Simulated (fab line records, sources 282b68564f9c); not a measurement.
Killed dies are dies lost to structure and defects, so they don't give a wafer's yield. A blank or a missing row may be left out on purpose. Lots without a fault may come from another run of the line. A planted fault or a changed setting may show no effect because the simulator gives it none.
Split-lot experiment | flow rit_cmos | 5 lots, 23 wafers read, on a route of 202 steps

THE SPLIT
At RIT_NSD_HARDBAKE_07 (time 60 s), the setting temp_c was moved away from the recipe's 140 C on 8 of the 23 wafers read, by -2.9% to +2.9%. The other wafers ran this setting at the recipe's value.

The reading is taken at the split's own step.

THE READING
NOVOLAK_of_NSD_COAT_01.thk_nm (the simulator's own value, which no gauge read), in nm, at RIT_NSD_HARDBAKE_07 (time 60 s). The file gives no usual value for it. The 15 wafers here that ran the recipe average 883.7 nm, standard deviation 1.8 nm.

wafer  | tool, chamber at the split | temp_c as run, C | against the recipe | NOVOLAK_of_NSD_COAT_01.thk_nm, nm | against lot-mates on the recipe
L075.1 | litho_track-02, 0          | 140              | recipe             | 885.6                             | -
L075.2 | litho_track-02, 0          | 140              | recipe             | 886.2                             | -
L075.5 | litho_track-02, 0          | 140              | recipe             | 886.1                             | -
L077.2 | litho_track-02, 0          | 140              | recipe             | 881.9                             | -
L077.3 | litho_track-02, 0          | 142.4            | +1.7%              | 877.2                             | -6.2
L077.4 | litho_track-02, 0          | 142.4            | +1.7%              | 877.6                             | -5.9
L077.5 | litho_track-02, 0          | 140              | recipe             | 885                               | -
L077.6 | litho_track-02, 0          | 142.4            | +1.7%              | 877.5                             | -6.0
L076.1 | litho_track-02, 0          | 140              | recipe             | 882.2                             | -
L076.2 | litho_track-02, 0          | 140              | recipe             | 885.5                             | -
L076.3 | litho_track-02, 0          | 140              | recipe             | 882.8                             | -
L076.4 | litho_track-02, 0          | 140              | recipe             | 881.8                             | -
L076.5 | litho_track-02, 0          | 140              | recipe             | 881.3                             | -
L078.1 | litho_track-01, 0          | 144.1            | +2.9%              | 882.3                             | -2.9
L078.2 | litho_track-01, 0          | 144.1            | +2.9%              | 879.6                             | -5.6
L078.6 | litho_track-01, 0          | 144.1            | +2.9%              | 879.6                             | -5.6
L078.3 | litho_track-01, 0          | 140              | recipe             | 885.5                             | -
L078.5 | litho_track-01, 0          | 140              | recipe             | 884.9                             | -
L085.2 | litho_track-02, 0          | 140              | recipe             | 882.4                             | -
L085.3 | litho_track-02, 0          | 140              | recipe             | 882.7                             | -
L085.4 | litho_track-02, 0          | 140              | recipe             | 881.9                             | -
L085.5 | litho_track-02, 0          | 136              | -2.9%              | 888.2                             | +5.9
L085.6 | litho_track-02, 0          | 136              | -2.9%              | 891.9                             | +9.6

THE FIT
A straight line over all 23 wafers: NOVOLAK_of_NSD_COAT_01.thk_nm changes by -1.9 nm for each +1% of temp_c; r = -0.79; the points scatter about the line by 2.2 nm.
The same after taking each lot's own level away (the mean of its wafers on the recipe; 23 wafers): -2.3 nm for each +1%; r = -0.91; scatter 1.6 nm.
On that fit, the largest move of temp_c shifts the reading by 6.7 nm.
The lots' own levels span 882.33 to 885.97 nm, that is 2.1 times the standard deviation above.
So the lot-to-lot level blurs the effect unless lot-mates are compared.
Check: with one of the wafers moved furthest among these (+2.9%) left out of the fit, the line predicts -7.48 nm for it against its lot-mates. It came out at -2.9 nm against them.

OTHER SPLITS ON THESE WAFERS
These wafers also went through other splits before the reading. Each is held against what the fit with the lots' levels taken away leaves over:
other split on the same wafers      | wafers away from the commonest value | r with NOVOLAK_of_NSD_COAT_01.thk_nm (lot level and that fit taken away)
RIT_PWELL_IMPLANT_08 energy_kev     | 8                                    | -0.08
RIT_NRETRO_COAT_01 resist_thk_nm    | 7                                    | -0.20
RIT_NRETRO_IMPLANT_08 energy_kev    | 8                                    | -0.03
RIT_PRETRO_COAT_01 spin_rpm         | 8                                    | -0.34
RIT_PRETRO_IMPLANT_08 energy_kev    | 12                                   | +0.35
RIT_GATE_DEVELOP_15 develop_time_s  | 8                                    | +0.55
RIT_NLDD_COAT_01 resist_thk_nm      | 5                                    | +0.11
RIT_NLDD_IMPLANT_08 dose_cm2        | 7                                    | -0.11
RIT_PLDD_SOFTBAKE_02 temp_c         | 11                                   | -0.25
RIT_PLDD_IMPLANT_08 energy_kev      | 8                                    | -0.16
RIT_SPACER_CVD_03 sih2cl2_flow_sccm | 15                                   | -0.18

THE FILE'S OWN FIT
NOVOLAK_of_NSD_COAT_01.thk_nm changes by -2.35 nm for each +1% of temp_c, r = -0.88.
